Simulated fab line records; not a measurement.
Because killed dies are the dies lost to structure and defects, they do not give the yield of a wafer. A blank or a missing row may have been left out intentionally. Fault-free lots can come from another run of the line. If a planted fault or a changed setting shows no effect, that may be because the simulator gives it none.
Which tool is to blame? / flow berkeley-cmos170 / 7 lots with 21 wafers sampled at 4 steps, on a route of 331 steps

## WHAT THE GAUGES SHOWED, per wafer
UCB170_M3_RS_MEAS_02: a four-point-probe measurement.
lot=L282; measured=day 8 17:12; on=film-metro-03; M3_AL_RS (ohm/sq)=0.0324 0.0321 0.0320
lot=L285; measured=day 9 15:55; on=film-metro-03; M3_AL_RS (ohm/sq)=0.0329 0.0321 0.0323
lot=L288; measured=day 10 06:05; on=film-metro-03; M3_AL_RS (ohm/sq)=0.0320 0.0321 0.0323
lot=L292; measured=day 10 16:29; on=film-metro-03; M3_AL_RS (ohm/sq)=0.0318 0.0318 0.0318
lot=L294; measured=day 11 02:08; on=film-metro-01; M3_AL_RS (ohm/sq)=0.0192 0.0323 0.0321
lot=L297; measured=day 12 03:20; on=film-metro-04; M3_AL_RS (ohm/sq)=0.0326 0.0322 0.0326
lot=L299; measured=day 12 09:02; on=film-metro-04; M3_AL_RS (ohm/sq)=0.0317 0.0316 0.0315

## WHAT TOOL EACH LOT RAN ON (gives the tool, then ch and the chambers of the sampled wafers, and finally the start)
lot=L282; UCB170_CONTACT_ETCH_17=rie-diel-04 ch 0,1, day 7 23:20; UCB170_CONTACT_STRIP_19=plasma-asher-02 ch 0,1, day 7 23:30; UCB170_M3_SPUTTER_01=pvd-sputter-04, day 8 17:05
lot=L285; UCB170_CONTACT_ETCH_17=rie-diel-04 ch 2,3, day 9 00:29; UCB170_CONTACT_STRIP_19=plasma-asher-04 ch 0, day 9 00:39; UCB170_M3_SPUTTER_01=pvd-sputter-03, day 9 15:49
lot=L288; UCB170_CONTACT_ETCH_17=rie-diel-03 ch 1,3, day 9 11:57; UCB170_CONTACT_STRIP_19=plasma-asher-04 ch 0,1, day 9 12:09; UCB170_M3_SPUTTER_01=pvd-sputter-03, day 10 05:58
lot=L292; UCB170_CONTACT_ETCH_17=rie-diel-04 ch 0,1, day 9 23:21; UCB170_CONTACT_STRIP_19=plasma-asher-02 ch 0,1, day 9 23:31; UCB170_M3_SPUTTER_01=pvd-sputter-04, day 10 16:24
lot=L294; UCB170_CONTACT_ETCH_17=rie-diel-04 ch 0,1,2, day 10 09:03; UCB170_CONTACT_STRIP_19=plasma-asher-01 ch 0,1, day 10 09:13; UCB170_M3_SPUTTER_01=pvd-sputter-03, day 11 02:03
lot=L297; UCB170_CONTACT_ETCH_17=rie-diel-02 ch 1,2, day 11 08:10; UCB170_CONTACT_STRIP_19=plasma-asher-04 ch 0,1, day 11 08:20; UCB170_M3_SPUTTER_01=pvd-sputter-04, day 12 03:14
lot=L299; UCB170_CONTACT_ETCH_17=rie-diel-03 ch 0,1,3, day 11 17:06; UCB170_CONTACT_STRIP_19=plasma-asher-01 ch 0,1, day 11 17:16; UCB170_M3_SPUTTER_01=pvd-sputter-04, day 12 08:55
- UCB170_CONTACT_ETCH_17: etches BARC in N2/H2.
- UCB170_CONTACT_STRIP_19: strips in O2.
- UCB170_M3_SPUTTER_01: material Al, target thk 900 nm, time 120 s.

## THE ANSWER, worked out from the rows above alone
Rule: the usual values come from the lots themselves. Put in order of their means at a reading, lots are off if they are a third of the lots or fewer, leave a main group of 4 or more, and stand apart from it by a gap of 3 or more times the standard deviation of the main group's means; of several such gaps the widest counts. A main group whose means are all the same, to the digits that the tables above print for the reading, isn't used. A lot without any number at a reading at which 4 lots or more have one is off too. All remaining lots with rows at the step are treated as sound.
Off: L294, at UCB170_M3_RS_MEAS_02 (M3_AL_RS). Main group: mean 0.0321 ohm/sq, sd 0.00031.
If a tool, at a process step before that reading, ran all the lots that are off and no sound lot after the first of them, it fits. Gauges at UCB170_M3_RS_MEAS_02: tried the same way as those tools. Can't be told from this: 3 tools fit, rie-diel-04 at UCB170_CONTACT_ETCH_17, pvd-sputter-03 at UCB170_M3_SPUTTER_01, film-metro-01 at UCB170_M3_RS_MEAS_02.

## WHAT HAD BEEN PUT IN BY THE SIMULATOR
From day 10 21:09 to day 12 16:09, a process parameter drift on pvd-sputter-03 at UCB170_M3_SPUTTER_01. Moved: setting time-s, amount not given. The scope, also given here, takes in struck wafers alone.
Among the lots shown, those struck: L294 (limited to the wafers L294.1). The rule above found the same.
